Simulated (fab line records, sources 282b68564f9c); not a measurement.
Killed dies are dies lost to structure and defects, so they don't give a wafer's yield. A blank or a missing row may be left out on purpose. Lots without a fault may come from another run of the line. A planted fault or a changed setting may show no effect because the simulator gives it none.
Which tool did it? | flow rit_cmos | 15 lots, 45 wafers sampled, at 2 steps of a route of 202

WHAT THE GAUGES READ, wafer by wafer
RIT_PWELL_OVL_MEAS_06. Usual: PWELL_OVL -0.6 nm, standard deviation 1.5.
lot  | measured    | on         | PWELL_OVL (nm)    | flag
L146 | day 2 02:05 | overlay-01 | -0.5 -2.5 1.0     |
L147 | day 2 06:21 | overlay-01 | -2.6 -2.7 -2.8    |
L148 | day 2 09:52 | overlay-02 | 0.6 -0.5 0.9      |
L149 | day 2 21:19 | overlay-01 | 0.3 0.5 1.0       |
L150 | day 3 01:34 | overlay-02 | 0.1 0.0 -0.5      |
L152 | day 3 06:32 | overlay-02 | -1.7 -2.8 -2.9    |
L155 | day 3 23:55 | overlay-01 | -0.8 0.3 -0.1     |
L156 | day 4 01:43 | overlay-01 | -1.5 -1.3 -1.3    |
L157 | day 4 06:53 | overlay-02 | -1.2 -2.5 -0.9    |
L158 | day 4 13:30 | overlay-02 | -0.9 0.4 -1.4     |
L159 | day 4 18:29 | overlay-01 | -1.1 -0.4 0.7     |
L160 | day 4 21:14 | overlay-02 | 359.0 358.3 358.8 | OFF
L161 | day 5 03:09 | overlay-01 | 358.0 357.7 359.7 | OFF
L164 | day 5 16:44 | overlay-02 | 360.8 360.7 360.0 | OFF
L168 | day 6 16:01 | overlay-01 | -2.7 -3.0 -2.9    |

WHICH TOOL RAN EACH LOT (tool, then ch and the chambers of the sampled wafers, then the start)
lot  | RIT_PWELL_EXPOSE_03
L146 | iline_stepper-01 ch 0, day 2 01:40
L147 | iline_stepper-02 ch 0, day 2 05:56
L148 | iline_stepper-02 ch 0, day 2 09:27
L149 | iline_stepper-02 ch 0, day 2 20:53
L150 | iline_stepper-01 ch 0, day 3 01:10
L152 | iline_stepper-02 ch 0, day 3 05:57
L155 | iline_stepper-02 ch 0, day 3 23:29
L156 | iline_stepper-02 ch 0, day 4 01:20
L157 | iline_stepper-02 ch 0, day 4 06:27
L158 | iline_stepper-02 ch 0, day 4 13:05
L159 | iline_stepper-02 ch 0, day 4 18:04
L160 | iline_stepper-02 ch 0, day 4 20:49
L161 | iline_stepper-02 ch 0, day 5 02:44
L164 | iline_stepper-02 ch 0, day 5 16:19
L168 | iline_stepper-01 ch 0, day 6 15:35
- RIT_PWELL_EXPOSE_03: exposes mask M3, target cd 43700 nm.

WHAT THE TOOLS THEMSELVES READ (means of the sampled wafers that have a number; where no wafer has one, the mark that the record gives instead)
The record holds no such reading with a usual standard deviation.

THE ANSWER, worked out from the rows above alone
Rule: a lot is off if the mean of its wafers that have a number lies more than 3 standard deviations from the usual mean. A lot without any number at a reading at which 4 lots or more have one is off too. The other lots that the step has rows for count as sound. The gauges are gone through in route order, then the tools' own readings, and for those a lot's mean is taken as printed above. The first step at which some lot is off is used, and at that step the reading that is off furthest; a lot without a number counts as furthest.
Off: L160, L161, L164, at RIT_PWELL_OVL_MEAS_06 (PWELL_OVL).
A tool fits if, at a process step before that reading, it ran every lot that is off, and no sound lot after the first of them. The gauges at RIT_PWELL_OVL_MEAS_06 are tried like those tools. One fits: iline_stepper-02 at RIT_PWELL_EXPOSE_03. Its last sound lot is L159 (day 4 18:04), its first lot that is off L160 (day 4 20:49): a fault that began between those two fits.

WHAT THE SIMULATOR HAD PUT IN
Scanner matching overlay: iline_stepper-02, from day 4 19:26 on, at RIT_PWELL_EXPOSE_03. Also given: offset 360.
Lots struck among those shown: L160, L161, L164. The rule above found the same.
